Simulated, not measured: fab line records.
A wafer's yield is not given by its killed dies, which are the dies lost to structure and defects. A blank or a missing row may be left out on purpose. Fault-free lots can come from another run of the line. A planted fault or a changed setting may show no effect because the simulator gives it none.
Split-lot trial -- flow berkeley cmos170 -- on a route of 331 steps: 5 lots, 23 wafers read

ON THE SPLIT
At UCB170_M3_COAT_10 (resist thk 900 nm), the setting spin rpm was moved away from the recipe's 1500 rpm on 10 of the 23 wafers read, by -6.7% to +6.4%. This setting was run at the recipe's value on the other wafers.

The reading is taken at the split's own step.

THE READING
KrF_of_M3_COAT_10.thk nm (the simulator's own value, which no gauge read), in nm, at UCB170_M3_COAT_10 (resist thk 900 nm). No usual value for it is given in the file. Here, 13 wafers ran the recipe; their average is 897.0 nm with a standard deviation of 1.7 nm.

wafer,"tool, chamber at the split","spin rpm as run, rpm",against the recipe,"KrF_of_M3_COAT_10.thk nm, nm",against lot-mates on the recipe
L074.1,"litho track-04, 0",1500,recipe,899.8,-
L074.3,"litho track-04, 0",1500,recipe,897.9,-
L074.4,"litho track-04, 0",1500,recipe,897,-
L074.5,"litho track-04, 0",1402,-6.5%,931.5,+33.3
L074.6,"litho track-04, 0",1402,-6.5%,927.9,+29.7
L077.3,"litho track-01, 0",1500,recipe,896.3,-
L077.5,"litho track-01, 0",1500,recipe,898.2,-
L077.6,"litho track-01, 0",1500,recipe,897.6,-
L079.1,"litho track-04, 0",1500,recipe,893.6,-
L079.2,"litho track-04, 0",1500,recipe,894.3,-
L079.4,"litho track-04, 0",1596,+6.4%,867.9,-26.7
L079.5,"litho track-04, 0",1500,recipe,896,-
L079.6,"litho track-04, 0",1596,+6.4%,868.4,-26.2
L082.2,"litho track-01, 0",1500,recipe,897.6,-
L082.3,"litho track-01, 0",1399,-6.7%,930.8,+34.1
L082.4,"litho track-01, 0",1399,-6.7%,926.7,+30.0
L082.5,"litho track-01, 0",1399,-6.7%,929.4,+32.7
L082.6,"litho track-01, 0",1500,recipe,895.8,-
L083.1,"litho track-01, 0",1425,-5.0%,920.2,+21.5
L083.2,"litho track-01, 0",1500,recipe,899.1,-
L083.3,"litho track-01, 0",1425,-5.0%,920.9,+22.2
L083.4,"litho track-01, 0",1425,-5.0%,921.6,+22.9
L083.5,"litho track-01, 0",1500,recipe,898.3,-

THE FIT
A straight line over all 23 wafers: KrF_of_M3_COAT_10.thk nm changes by -4.73 nm for each +1% of spin rpm; r = -1.00; the points scatter about the line by 1.7 nm.
The same after taking each lot's own level away (the mean of its wafers on the recipe; 23 wafers): -4.54 nm for each +1%; r = -1.00; scatter 1.5 nm.
The reading moves by 31 nm for the largest change in spin rpm, on that fit.
The span of the lots' own levels, 894.63 to 898.70 nm, comes to 2.4 times the standard deviation stated above.
The two slopes are in agreement: the lot-to-lot level therefore moves the slope only a little.
Check: for one of the wafers moved furthest among these (-6.7%), held out of the fit, the line's prediction against its lot-mates is +30.6 nm. Against them it came out at +34.1 nm.

FURTHER SPLITS ON THESE WAFERS
These wafers also went through other splits before the reading. Each is held against what the fit with the lots' levels taken away leaves over:
other split on the same wafers,wafers away from the commonest value,r with KrF_of_M3_COAT_10.thk nm (lot level and that fit taken away)
UCB170_M1_METAL_ETCH_12 time s,10,+0.25
UCB170_M2_SPUTTER_01 time s,11,-0.15
UCB170_V2_COAT_07 resist thk nm,11,+0.14
UCB170_M3_COAT_05 spin rpm,12,-0.02

THE FILE'S OWN FIT
KrF_of_M3_COAT_10.thk nm changes by -4.57 nm for each +1% of spin rpm, r = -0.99.
